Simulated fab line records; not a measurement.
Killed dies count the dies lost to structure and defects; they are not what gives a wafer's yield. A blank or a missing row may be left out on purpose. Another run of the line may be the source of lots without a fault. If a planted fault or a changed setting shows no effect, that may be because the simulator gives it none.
One fault through the eyes of 2 desks | flow berkeley-cmos170 | what lay behind the numbers comes last; until then each desk has only its own

FROM THE METROLOGY DESK
What the gauges read for every lot (on any tool): the sampled wafers with a number, averaged. A lot is out of limits, marked OUT, if its mean lies more than 4 standard deviations from the usual mean; the brackets give that distance.
Columns: A = SCREENOX_OXIDE_THK at UCB170_SCREENOX_THK_MEAS_02, usual 14.30 nm; B = cd-nm at UCB170_GATE_CD_MEAS_12, usual 350.1 nm
lot  | first seen here | A     | B
L534 | day 5 19:12     | 14.11 | 350.5
L538 | day 7 01:19     | 14.45 | 349.4
L535 | day 7 01:20     | 14.01 | 348.7
L539 | day 7 09:20     | 14.31 | 350.2
L540 | day 7 09:20     | 14.48 | 348.1
L541 | day 7 09:23     | 14.34 | 350.9
L543 | day 8 05:44     | 14.27 | 350.3
L544 | day 8 05:45     | 14.11 | 350.3
L547 | day 8 13:04     | 14.26 | 349.0
L546 | day 8 13:05     | 14.31 | 351.2
L545 | day 8 13:05     | 14.56 | 351.0
L551 | day 9 17:19     | 14.42 | 351.0
L553 | day 9 17:19     | 14.34 | 349.2
L552 | day 9 17:23     | 13.88 | 352.3
This desk's verdict: no lot among the 14 shows anything out of limits.

THE TOOL OWNER'S DESK: furnace-02
The tool's own readings at UCB170_PWELL_ANNEAL_04 (time 900 s): means of the sampled wafers that have a number, for each lot that ran on this tool. A lot is out of limits, marked OUT, if its mean lies more than 4 standard deviations from the usual mean; the brackets give that distance.
Columns: A = spike-tc-centre-C at UCB170_PWELL_ANNEAL_04, usual 1003.0 C; B = spike-tc-load-C at UCB170_PWELL_ANNEAL_04, usual 1030.0 C; C = spike-tc-source-C at UCB170_PWELL_ANNEAL_04, usual 1026.2 C; D = tube-center-temp-C at UCB170_PWELL_ANNEAL_04, usual 1000 C; E = tube_center_temp_C_max at UCB170_PWELL_ANNEAL_04, usual 1002.6
lot  | first seen here | A                | B                | C                | D                      | E
L534 | day 3 00:04     | 1003.0           | 1033.0           | 1028.1           | 1000                   | 1002.7
L543 | day 5 01:16     | 1002.1           | 1031.9           | 1027.9           | 1000                   | 1002.3
L544 | day 5 01:16     | 1002.6           | 1032.2           | 1026.9           | 1000                   | 1002.2
L551 | day 6 14:47     | 1002.4           | 1032.7           | 1028.1           | 1000                   | 1002.6
L552 | day 6 22:32     | 1034.5 (+32) OUT | 1064.6 (+12) OUT | 1058.4 (+21) OUT | 1032 (+99 or more) OUT | 1034.1 (+73) OUT
L553 | day 6 22:32     | 1034.2 (+31) OUT | 1065.2 (+12) OUT | 1058.5 (+22) OUT | 1031 (+99 or more) OUT | 1033.8 (+73) OUT
Finding of this desk: L552, L553 out of limits; the first was L552 at day 6 22:32, on spike-tc-centre-C at UCB170_PWELL_ANNEAL_04. In limits: L534, L543, L544, L551.

PUT TOGETHER
The tool owner's desk had the chance to raise an alarm at day 6 22:32 on L552, L553.
At the metrology desk, nothing out of limits was observed.
The metrology desk has L552, L553 on record, within its limits.
UCB170_PWELL_ANNEAL_04 was run on furnace-02 by each of the lots named.

WHAT THE SIMULATOR PUT IN
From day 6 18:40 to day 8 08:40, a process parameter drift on furnace-02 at UCB170_PWELL_ANNEAL_04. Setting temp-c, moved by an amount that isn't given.
Shown lots that were struck: L552, L553.
Hours from the fault's start to each desk's first reading out of limits: the tool owner's desk, 4.
